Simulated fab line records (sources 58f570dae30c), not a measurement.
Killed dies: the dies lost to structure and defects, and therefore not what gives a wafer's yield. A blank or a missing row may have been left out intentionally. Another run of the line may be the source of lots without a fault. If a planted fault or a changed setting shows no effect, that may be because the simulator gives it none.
fab line records	flow berkeleyCmos170	part 1 of 2: steps 1 to 27 of 39
[record] lots = 5	wafers = 15	lastDay = 11
route steps=331 shown V1@268 M2@271 V2@292
lots that met no fault: from a run of the same line without faults
startH: start of the lot's first displayed wafer, in hours after the record's first day	waitH: hours since the lot's step before	" unchanged from the row above	L1.1+2: several wafers, shown together as one row	- no value, or no start given	* or withheld: withheld	< > ~ a bound
route shown NAME@n: a module of which the file shows steps, and the number in the route of the first	usual: average and standard deviation across the fault-free wafers	same: alike in all rows	chamber/n: place in a boat	sites: readings site by site	_std_site: the values' standard deviation	_edge_site: inner sites' mean taken away from outer sites' mean	radiusMm: for every site, how far away it sits from the centre of the wafer	mask NAME#n: copy n	behind: the last tool/chamber to shape the wafer	hold: the reason the lot was held/the length of the hold in hours/how it ended	device: names the non-switching transistor (n, p or np)	end of line: the tests these same wafers got at the end of their route	a step with no rows: only its recipe	killed: count of dies lost to structure and defects at first sort (not the wafer's yield)	map: shows each die of a wafer: x if killed, . if not, _ if none is there
set.NAME: the setting the step ran with; set.NAME@STEP: the setting that earlier step ran with	model.NAME: the simulator's own value behind a step, which no gauge read
lots seen at some steps along the route; tables by step, rows by wafer
services: from which hour (startH, from the record's first day; less than 0 if before it) a tool's chamber was out of use, for how many hours, and why
[[steps]]
[step UCB170_V1_ETCH_14]
[recipe] chemistry = CHF3/CF4/Ar	target = SiO2	stopOn = Al	CHF3_flow_sccm = 45	cf4FlowSccm = 15	Ar_flow_sccm = 150	pressureMtorr = 200	rfW = 700	targetDepthA = 12500	overEtchFrac = 0.25	timeS = 291
[usual] drypumpMotorCurrentA = 5.6/0.36	oesProductAu = 0.876/0.011	throttleValvePct = 6.95/0.081
lot.wafer	tool	chamber	startH	waitH	drypumpMotorCurrentA	oesProductAu	rfHoursCounterH	throttleValvePct
L082.1	rieDiel-03	0	233.30	0.0	5.3	0.894	16	6.89
L082.3	"	3	"	"	5.2	0.889	76	6.99
L082.6	"	1	"	"	5.9	0.871	-	7.10
L084.2	rieDiel-02	1	242.92	0.0	5.7	0.887	2	6.97
L084.3	"	3	"	"	6.1	0.875	125	7.08
L084.5	"	3	"	"	6.1	0.878	-	7.06
L083.1	rieDiel-02	2	246.51	0.0	5.2	0.880	91	7.00
L083.3	"	1	"	"	5.7	0.881	3	6.99
L083.4	"	0	"	"	6.0	0.849	11	6.80
L088.1	rieDiel-04	1	247.41	0.0	5.6	0.891	65	6.83
L088.3	"	2	"	"	6.2	0.864	17	6.92
L088.6	"	1	"	"	5.6	0.892	-	6.85
L090.1	rieDiel-03	2	262.17	0.0	5.3	0.876	24	6.95
L090.2	"	1	"	"	5.9	0.859	36	7.09
L090.3	"	3	"	"	5.2	0.886	78	6.99
[step UCB170_V1_STRIP_15]
[recipe] chemistry = O2	powerW = 400	pressureMtorr = 3500	platenTempC = withheld	o2FlowSccm = 400	overashFraction = 0.5
[usual] drypumpMotorCurrentA = 5.9/0.33	o2FlowSccm = 400.0/1.3	oesProductAu = 0.722/0.0047	stripTimeToEndpointS = 15.40/0.15
lot.wafer	tool	chamber	startH	waitH	drypumpMotorCurrentA	o2FlowSccm	oesProductAu	rfHoursCounterH	stripTimeToEndpointS
L082.1	plasmaAsher-01	0	233.47	0.1	6.2	399.2	0.720	52	15.70
L082.3	"	1	"	"	5.4	397.5	0.724	-	15.35
L082.6	"	1	"	"	5.4	399.0	0.720	-	15.36
L084.2	plasmaAsher-04	0	243.10	0.1	5.7	398.4	0.725	45	15.18
L084.3	"	0	"	"	5.7	398.0	0.720	-	15.45
L084.5	"	0	"	"	5.7	401.3	0.723	-	15.32
L083.1	plasmaAsher-01	0	246.69	0.1	6.2	399.3	0.725	54	15.52
L083.3	"	0	"	"	6.2	399.5	0.719	-	15.36
L083.4	"	1	"	"	5.4	401.7	0.726	-	15.10
L088.1	plasmaAsher-04	0	247.59	0.1	5.7	402.1	0.728	46	15.23
L088.3	"	1	"	"	6.3	398.1	0.727	-	15.51
L088.6	"	1	"	"	6.3	397.6	0.719	-	15.20
L090.1	plasmaAsher-04	1	262.34	0.1	6.3	399.6	0.715	48	15.39
L090.2	"	0	"	"	5.7	398.5	0.724	48	15.31
L090.3	"	1	"	"	6.3	398.3	0.717	-	15.29
[step UCB170_V1_CD_MEAS_90]
[recipe] targetCdNm = 700
[usual] cdNm = 699.9/1.4
lot.wafer	tool	chamber	startH	waitH	cdNm
L082.1	cdSem-02	-	233.57	0.1	696.8
L082.3	"	-	"	"	698.0
L082.6	"	-	"	"	700.2
L084.2	cdSem-02	-	243.22	0.1	697.7
L084.3	"	-	"	"	699.0
L084.5	"	-	"	"	698.0
L083.1	cdSem-01	-	246.79	0.1	700.6
L083.3	"	-	"	"	697.9
L083.4	"	-	"	"	699.9
L088.1	cdSem-01	-	247.69	0.1	699.1
L088.3	"	-	"	"	697.2
L088.6	"	-	"	"	700.4
L090.1	cdSem-01	-	262.44	0.1	701.5
L090.2	"	-	"	"	700.3
L090.3	"	-	"	"	698.4
[step UCB170_M2_PRE_CLEAN_00]
[recipe] gas = Ar	precleanEtchTimeS = 60
[same] precleanEtchTimeS = 60
lot.wafer	tool	chamber	startH	waitH
L082.1+3+6	pvdSputter-04	-	233.69	0.1
L084.2+3+5	pvdSputter-03	-	243.32	0.1
L083.1+3+4	pvdSputter-03	-	246.91	0.1
L088.1+3+6	pvdSputter-04	-	247.81	0.1
L090.1+2+3	pvdSputter-03	-	262.56	0.1
[step UCB170_M2_SPUTTER_01]
[recipe] material = Al	targetThkNm = 900	timeS = 120	powerW = 6000	chamberPressurePa = 0.5
[usual] throttleValvePct = 30.0/1.2
lot.wafer	tool	chamber	startH	waitH	throttleValvePct
L082.1	pvdSputter-04	-	233.76	0.0	28.6
L082.3	"	-	"	"	32.3
L082.6	"	-	"	"	30.4
L084.2	pvdSputter-03	-	243.38	0.0	30.3
L084.3	"	-	"	"	30.8
L084.5	"	-	"	"	30.4
L083.1	pvdSputter-03	-	246.97	0.0	30.5
L083.3	"	-	"	"	28.9
L083.4	"	-	"	"	30.1
L088.1	pvdSputter-04	-	247.88	0.0	30.5
L088.3	"	-	"	"	28.2
L088.6	"	-	"	"	28.5
L090.1	pvdSputter-03	-	262.63	0.0	30.1
L090.2	"	-	"	"	28.7
L090.3	"	-	"	"	30.3
[step UCB170_M2_RS_MEAS_02]
[recipe] thkMeasGauge = four-point-probe	reads = Al_of_M2_SPUTTER_01
[usual] M2_AL_RS = 0.0323/0.00034
lot.wafer	tool	chamber	startH	waitH	M2_AL_RS[ohm/sq]
L082.1	filmMetro-02	-	233.84	0.0	0.0325
L082.3	"	-	"	"	0.0324
L082.6	"	-	"	"	0.0323
L084.2	filmMetro-02	-	243.49	0.1	0.0324
L084.3	"	-	"	"	0.0321
L084.5	"	-	"	"	0.0327
L083.1	filmMetro-02	-	247.06	0.0	0.0323
L083.3	"	-	"	"	0.0326
L083.4	"	-	"	"	0.0328
L088.1	filmMetro-03	-	247.96	0.0	0.0329
L088.3	"	-	"	"	0.0328
L088.6	"	-	"	"	0.0329
L090.1	filmMetro-03	-	262.71	0.0	0.0320
L090.2	"	-	"	"	0.0317
L090.3	"	-	"	"	0.0322
[step UCB170_M2_THK_MEAS_03]
[recipe] thkMeasGauge = xrf	reads = Al_of_M2_SPUTTER_01
[usual] M2_AL_THK = 893/9.4
lot.wafer	tool	chamber	startH	waitH	M2_AL_THK[nm]
L082.1	filmMetro-02	-	233.96	0.1	887
L082.3	"	-	"	"	891
L082.6	"	-	"	"	892
L084.2	filmMetro-02	-	243.60	0.1	891
L084.3	"	-	"	"	900
L084.5	"	-	"	"	883
L083.1	filmMetro-02	-	247.18	0.1	897
L083.3	"	-	"	"	888
L083.4	"	-	"	"	885
L088.1	filmMetro-03	-	248.08	0.1	874
L088.3	"	-	"	"	872
L088.6	"	-	"	"	867
L090.1	filmMetro-03	-	262.83	0.1	901
L090.2	"	-	"	"	903
L090.3	"	-	"	"	889
[step UCB170_M2_HMDS_04]
[recipe] primeTimeS = 60	primeTempC = 100
[usual] primeTempC = 100.00/0.13
lot.wafer	tool	chamber	startH	waitH	primeTempC
L082.1	lithoTrack-04	0	234.02	0.1	99.96
L082.3	"	0	"	"	99.76
L082.6	"	0	"	"	99.97
L084.2	lithoTrack-01	0	244.42	0.8	99.73
L084.3	"	0	"	"	99.79
L084.5	"	0	"	"	99.86
L083.1	lithoTrack-04	0	247.86	0.7	99.84
L083.3	"	0	"	"	100.01
L083.4	"	0	"	"	99.94
L088.1	lithoTrack-02	0	248.19	0.1	99.91
L088.3	"	0	"	"	99.93
L088.6	"	0	"	"	100.19
L090.1	lithoTrack-01	0	262.89	0.1	99.99
L090.2	"	0	"	"	100.06
L090.3	"	0	"	"	100.07
[step UCB170_M2_COAT_05]
[recipe] resist = KrF	spinRpm = 1500	resistThkNm = 900
lot.wafer	tool	chamber	startH	waitH
L082.1+3+6	lithoTrack-04	0	234.17	0.1
L084.2+3+5	lithoTrack-01	0	244.57	0.1
L083.1+3+4	lithoTrack-04	0	248.01	0.1
L088.1+3+6	lithoTrack-02	0	248.34	0.1
L090.1+2+3	lithoTrack-01	0	263.04	0.1
[step UCB170_M2_SOFTBAKE_06]
[recipe] resist = KrF	tempC = 130	timeS = 60
lot.wafer	tool	chamber	startH	waitH
L082.1+3+6	lithoTrack-04	0	234.32	0.1
L084.2+3+5	lithoTrack-01	0	244.72	0.1
L083.1+3+4	lithoTrack-04	0	248.16	0.1
L088.1+3+6	lithoTrack-02	0	248.49	0.1
L090.1+2+3	lithoTrack-01	0	263.19	0.1
[step UCB170_M2_STRIP_07]
[recipe] chemistry = O2	powerW = 400	pressureMtorr = 3500	platenTempC = withheld	o2FlowSccm = 400	overashFraction = 0.5
[usual] drypumpMotorCurrentA = 5.8/0.36	o2FlowSccm = 399.9/1.1	oesProductAu = 0.734/0.0045	stripTimeToEndpointS = 21.97/0.05
lot.wafer	tool	chamber	startH	waitH	drypumpMotorCurrentA	o2FlowSccm	oesProductAu	rfHoursCounterH	stripTimeToEndpointS
L082.1	plasmaAsher-01	0	234.47	0.1	6.2	398.3	0.730	52	22.01
L082.3	"	1	"	"	5.4	401.9	0.734	-	21.95
L082.6	"	1	"	"	5.4	401.1	0.729	-	21.98
L084.2	plasmaAsher-03	1	244.85	0.1	5.9	398.1	0.739	15	21.96
L084.3	"	0	"	"	5.7	399.5	0.734	-	22.03
L084.5	"	0	"	"	5.7	401.5	0.738	-	21.95
L083.1	plasmaAsher-02	0	248.31	0.1	6.4	401.1	0.734	52	21.99
L083.3	"	0	"	"	6.4	401.6	0.737	-	21.96
L083.4	"	1	"	"	5.5	398.6	0.739	-	21.91
L088.1	plasmaAsher-03	0	248.64	0.1	5.7	398.6	0.739	15	21.98
L088.3	"	1	"	"	5.9	401.3	0.733	-	22.07
L088.6	"	0	"	"	5.8	400.6	0.729	-	22.03
L090.1	plasmaAsher-03	0	263.34	0.1	5.7	401.1	0.740	17	21.99
L090.2	"	1	"	"	5.9	399.8	0.729	17	22.00
L090.3	"	1	"	"	5.9	399.8	0.727	-	21.96
[step UCB170_M2_STRIP_08]
[recipe] chemistry = DMSO	tempC = 80	timeS = 600	material = KrF
[usual] bathHeatDutyPct = 18.5/2
lot.wafer	tool	chamber	startH	waitH	bathHeatDutyPct
L082.1	wetBench-02	0	234.57	0.1	19.1
L082.3	"	0	"	"	18.2
L082.6	"	0	"	"	18.0
L084.2	wetBench-04	2	245.87	1.0	15.7
L084.3	"	2	"	"	14.2
L084.5	"	2	"	"	15.1
L083.1	wetBench-04	1	248.46	0.1	16.6
L083.3	"	1	"	"	16.7
L083.4	"	1	"	"	18.4
L088.1	wetBench-04	3	248.81	0.1	19.4
L088.3	"	3	"	"	18.3
L088.6	"	3	"	"	18.4
L090.1	wetBench-04	0	263.80	0.4	22.2
L090.2	"	0	"	"	20.5
L090.3	"	0	"	"	22.5
[step UCB170_M2_COAT_09]
[recipe] resist = BARC	tempC = withheld	timeS = withheld	spinRpm = 3000	resistThkNm = withheld
lot.wafer	tool	chamber	startH	waitH
L082.1+3+6	lithoTrack-04	0	234.75	0.0
L084.2+3+5	lithoTrack-04	0	246.16	0.1
L083.1+3+4	lithoTrack-01	0	249.02	0.4
L088.1+3+6	lithoTrack-02	0	249.54	0.6
L090.1+2+3	lithoTrack-02	0	264.15	0.0
[step UCB170_M2_COAT_10]
[recipe] resist = KrF	spinRpm = 1500	resistThkNm = 900
lot.wafer	tool	chamber	startH	waitH
L082.1+3+6	lithoTrack-04	0	-	-
L084.2+3+5	lithoTrack-04	0	-	-
L083.1+3+4	lithoTrack-01	0	-	-
L088.1+3+6	lithoTrack-02	0	-	-
L090.1+2+3	lithoTrack-02	0	-	-
[step UCB170_M2_SOFTBAKE_11]
[recipe] resist = KrF	tempC = 130	timeS = 60
lot.wafer	tool	chamber	startH	waitH
L082.1+3+6	lithoTrack-04	0	-	-
L084.2+3+5	lithoTrack-04	0	-	-
L083.1+3+4	lithoTrack-01	0	-	-
L088.1+3+6	lithoTrack-02	0	-	-
L090.1+2+3	lithoTrack-02	0	-	-
[step UCB170_M2_EXPOSE_12]
[recipe] maskId = METAL2	targetCdNm = 700	na = 0.5	sigmaOuter = 0.6	sourceShape = conventional	doseMj = 26
lot.wafer	tool	chamber	startH	waitH	mask
L082.1+3+6	krfScanner-02	0	235.32	-	METAL2#0
L084.2+3+5	krfScanner-02	0	246.73	-	METAL2#0
L083.1+3+4	krfScanner-02	0	249.47	-	METAL2#0
L088.1+3+6	krfScanner-02	0	249.99	-	METAL2#0
L090.1+2+3	krfScanner-02	0	264.73	-	METAL2#0
[step UCB170_M2_PEB_13]
[recipe] pebTempC = 130	pebTimeS = withheld	resist = KrF
lot.wafer	tool	chamber	startH	waitH
L082.1+3+6	lithoTrack-04	0	235.44	0.1
L084.2+3+5	lithoTrack-01	0	247.32	0.6
L083.1+3+4	lithoTrack-02	0	249.99	0.5
L088.1+3+6	lithoTrack-02	0	250.54	0.5
L090.1+2+3	lithoTrack-01	0	264.84	0.1
[step UCB170_M2_DEVELOP_14]
[recipe] developer = TMAH	developTimeS = 45	resist = KrF	devTempC = 21
lot.wafer	tool	chamber	startH	waitH
L082.1+3+6	lithoTrack-04	0	-	-
L084.2+3+5	lithoTrack-01	0	-	-
L083.1+3+4	lithoTrack-02	0	-	-
L088.1+3+6	lithoTrack-02	0	-	-
L090.1+2+3	lithoTrack-01	0	-	-
[step UCB170_M2_CD_MEAS_15]
[recipe] targetCdNm = 700
[usual] cdNm = 699.7/1.4
lot.wafer	tool	chamber	startH	waitH	cdNm
L082.1	cdSem-02	-	235.79	-	696.0
L082.3	"	-	"	"	696.4
L082.6	"	-	"	"	695.9
L084.2	cdSem-01	-	247.59	-	699.2
L084.3	"	-	"	"	700.0
L084.5	"	-	"	"	701.0
L083.1	cdSem-02	-	250.26	-	700.1
L083.3	"	-	"	"	700.5
L083.4	"	-	"	"	699.9
L088.1	cdSem-02	-	250.87	-	701.1
L088.3	"	-	"	"	700.0
L088.6	"	-	"	"	701.3
L090.1	cdSem-02	-	265.12	-	699.4
L090.2	"	-	"	"	698.8
L090.3	"	-	"	"	698.6
[step UCB170_M2_OVL_MEAS_16]
[usual] M2_OVL = -4/6.6
lot.wafer	tool	chamber	startH	waitH	M2_OVL[nm]
L082.1	overlay-01	-	235.91	0.1	-6
L082.3	"	-	"	"	-6
L082.6	"	-	"	"	-8
L084.2	overlay-02	-	247.70	0.1	-9
L084.3	"	-	"	"	-11
L084.5	"	-	"	"	-13
L083.1	overlay-02	-	250.38	0.1	-12
L083.3	"	-	"	"	-7
L083.4	"	-	"	"	-8
L088.1	overlay-02	-	250.99	0.1	-7
L088.3	"	-	"	"	-8
L088.6	"	-	"	"	-11
L090.1	overlay-01	-	265.24	0.1	-8
L090.2	"	-	"	"	-13
L090.3	"	-	"	"	-3
[step UCB170_M2_ETCH_17]
[recipe] chemistry = N2/H2	targetDepthA = withheld	overetchA = withheld	target = BARC	timeS = withheld	sourceW = 500	biasW = 100	pressureMtorr = 30	n2FlowSccm = 100	h2FlowSccm = 200
[usual] drypumpMotorCurrentA = 5.6/0.43	oesProductAu = 0.994/0.023	throttleValvePct = 13.33/0.12
lot.wafer	tool	chamber	startH	waitH	drypumpMotorCurrentA	oesProductAu	throttleValvePct
L082.1	rieDiel-04	0	235.95	0.0	5.1	1.005	13.27
L082.3	"	3	"	"	5.2	0.986	13.31
L082.6	"	2	"	"	6.1	0.988	13.24
L084.2	rieDiel-01	3	247.73	0.0	4.8	0.983	13.42
L084.3	"	1	"	"	5.1	0.972	13.32
L084.5	"	3	"	"	4.9	0.988	13.41
L083.1	rieDiel-02	3	250.42	0.0	6.1	0.937	13.45
L083.3	"	0	"	"	6.0	0.991	13.09
L083.4	"	1	"	"	5.7	1.014	13.32
L088.1	rieDiel-04	0	251.02	0.0	5.1	1.008	13.25
L088.3	"	3	"	"	5.2	1.007	13.31
L088.6	"	0	"	"	5.1	1.008	13.28
L090.1	rieDiel-02	3	265.28	0.0	6.1	0.959	13.45
L090.2	"	1	"	"	5.7	1.018	13.32
L090.3	"	2	"	"	5.2	1.002	13.51
[step UCB170_M2_METAL_ETCH_18]
[recipe] chemistry = Cl2/BCl3	target = Al	stopOn = SiO2	pressureMtorr = 12	targetDepthA = 11700	overEtchFrac = 0.3	timeS = 195	icpW = 600	biasW = 120	Cl2_flow_sccm = 90	bcl3FlowSccm = 45
[usual] drypumpMotorCurrentA = 5.6/0.43	oesProductAu = 0.850/0.0077	throttleValvePct = 24.3/0.33
lot.wafer	tool	chamber	startH	waitH	drypumpMotorCurrentA	oesProductAu	rfHoursCounterH	throttleValvePct
L082.1	rieMetal-04	0	235.99	-	5.5	0.845	2	24.9
L082.3	"	0	"	"	5.5	0.850	-	25.0
L082.6	"	0	"	"	5.5	0.856	-	25.0
L084.2	rieMetal-04	0	247.77	-	5.5	0.852	3	24.9
L084.3	"	0	"	"	5.5	0.846	-	24.9
L084.5	"	0	"	"	5.5	0.844	-	25.0
L083.1	rieMetal-04	1	250.46	-	4.9	0.844	12	24.3
L083.3	"	0	"	"	5.6	0.844	-	25.0
L083.4	"	1	"	"	4.9	0.838	-	24.3
L088.1	rieMetal-02	0	251.06	-	5.2	0.847	14	23.9
L088.3	"	1	"	"	6.3	0.837	-	24.1
L088.6	"	1	"	"	6.3	0.839	-	24.1
L090.1	rieMetal-04	1	265.32	-	4.9	0.858	12	24.3
L090.2	"	0	"	"	5.5	0.864	3	24.9
L090.3	"	1	"	"	4.9	0.850	-	24.3
[step UCB170_M2_STRIP_19]
[recipe] chemistry = O2	powerW = 400	pressureMtorr = 3500	platenTempC = withheld	o2FlowSccm = 400	overashFraction = 0.5
[usual] drypumpMotorCurrentA = 5.8/0.34	o2FlowSccm = 400.1/1.2	oesProductAu = 0.539/0.022
lot.wafer	tool	chamber	startH	waitH	drypumpMotorCurrentA	o2FlowSccm	oesProductAu	rfHoursCounterH
L082.1	plasmaAsher-03	1	236.37	0.3	5.9	402.9	0.553	14
L082.3	"	0	"	"	5.7	401.9	0.550	-
L082.6	"	0	"	"	5.7	400.5	0.543	-
L084.2	plasmaAsher-03	1	247.96	0.1	5.8	399.6	0.547	15
L084.3	"	1	"	"	5.9	397.6	0.554	-
L084.5	"	0	"	"	5.7	400.3	0.539	-
L083.1	plasmaAsher-03	0	250.65	0.1	5.8	400.2	0.506	15
L083.3	"	0	"	"	5.8	400.1	0.544	-
L083.4	"	1	"	"	5.9	400.5	0.492	-
L088.1	plasmaAsher-01	1	251.25	0.1	5.4	398.2	0.526	55
L088.3	"	1	"	"	5.4	400.1	0.515	-
L088.6	"	1	"	"	5.4	401.9	0.528	-
L090.1	plasmaAsher-01	0	265.51	0.1	6.2	398.2	0.514	56
L090.2	"	1	"	"	5.4	400.3	0.539	56
L090.3	"	1	"	"	5.4	398.8	0.515	-
[step UCB170_M2_CD_MEAS_90]
[recipe] targetCdNm = 700
[usual] cdNm = 700/3.5
lot.wafer	tool	chamber	startH	waitH	cdNm
L082.1	cdSem-01	-	236.47	0.1	700
L082.3	"	-	"	"	700
L082.6	"	-	"	"	696
L084.2	cdSem-01	-	248.08	0.1	699
L084.3	"	-	"	"	701
L084.5	"	-	"	"	701
L083.1	cdSem-01	-	250.80	0.1	699
L083.3	"	-	"	"	701
L083.4	"	-	"	"	697
L088.1	cdSem-02	-	251.35	0.1	696
L088.3	"	-	"	"	702
L088.6	"	-	"	"	704
L090.1	cdSem-01	-	265.61	0.1	706
L090.2	"	-	"	"	699
L090.3	"	-	"	"	702
[step UCB170_V2_CVD_00]
[recipe] material = SiO2	targetThkNm = 2000	tempC = 390	precursor = TEOS/O2	timeS = 250	rfW = 550	pressureMtorr = 9000
[usual] heaterPowerW = 276/58
lot.wafer	tool	chamber	startH	waitH	heaterPowerW
L082.1	pecvd-03	1	236.59	0.1	338
L082.3	"	2	"	"	289
L082.6	"	0	"	"	301
L084.2	pecvd-03	2	248.18	0.1	295
L084.3	"	1	"	"	316
L084.5	"	2	"	"	238
L083.1	pecvd-01	0	250.92	0.1	237
L083.3	"	1	"	"	249
L083.4	"	0	"	"	306
L088.1	pecvd-03	2	251.47	0.1	277
L088.3	"	1	"	"	323
L088.6	"	2	"	"	331
L090.1	pecvd-03	0	265.73	0.1	400
L090.2	"	1	"	"	303
L090.3	"	2	"	"	297
[step UCB170_V2_THK_MEAS_01]
[recipe] reads = SiO2_of_V2_CVD_00
[usual] V2_TEOS_THK = 1992/35
lot.wafer	tool	chamber	startH	waitH	V2_TEOS_THK[nm]
L082.1	filmMetro-01	-	236.74	0.1	1921
L082.3	"	-	"	"	1933
L082.6	"	-	"	"	2009
L084.2	filmMetro-01	-	248.34	0.1	1960
L084.3	"	-	"	"	1968
L084.5	"	-	"	"	1994
L083.1	filmMetro-04	-	251.08	0.1	2023
L083.3	"	-	"	"	1947
L083.4	"	-	"	"	2038
L088.1	filmMetro-01	-	251.63	0.1	1991
L088.3	"	-	"	"	1976
L088.6	"	-	"	"	1995
L090.1	filmMetro-03	-	265.88	0.1	1996
L090.2	"	-	"	"	1957
L090.3	"	-	"	"	1968
[step UCB170_V2_CMP_02]
[recipe] material = SiO2	downForcePsi = 6	platenRpm = 60	padVelocityMS = 0.75398
[usual] edgeZonePressureFrac = 1.000/0.0046	motorCurrentA = 16.5/1.7
lot.wafer	tool	chamber	startH	waitH	edgeZonePressureFrac	motorCurrentA
L082.3	cmp-02	3	236.90	0.1	0.996	17.3
L082.1	"	0	"	"	1.008	13.3
L082.6	"	1	"	"	0.998	15.3
L084.2	cmp-02	2	248.49	0.1	0.995	17.5
L084.3	"	3	"	"	1.000	17.0
L084.5	"	0	"	"	1.000	13.6
L083.4	cmp-01	0	251.14	0.0	1.011	15.5
L083.3	"	1	"	"	1.000	17.6
L083.1	"	2	"	"	0.998	20.1
L088.1	cmp-02	2	251.74	0.1	0.997	15.8
L088.3	"	0	"	"	0.998	13.0
L088.6	"	1	"	"	0.998	15.6
L090.3	cmp-02	0	265.94	0.0	0.999	13.7
L090.2	"	1	"	"	1.001	15.6
L090.1	"	3	"	"	0.998	18.5
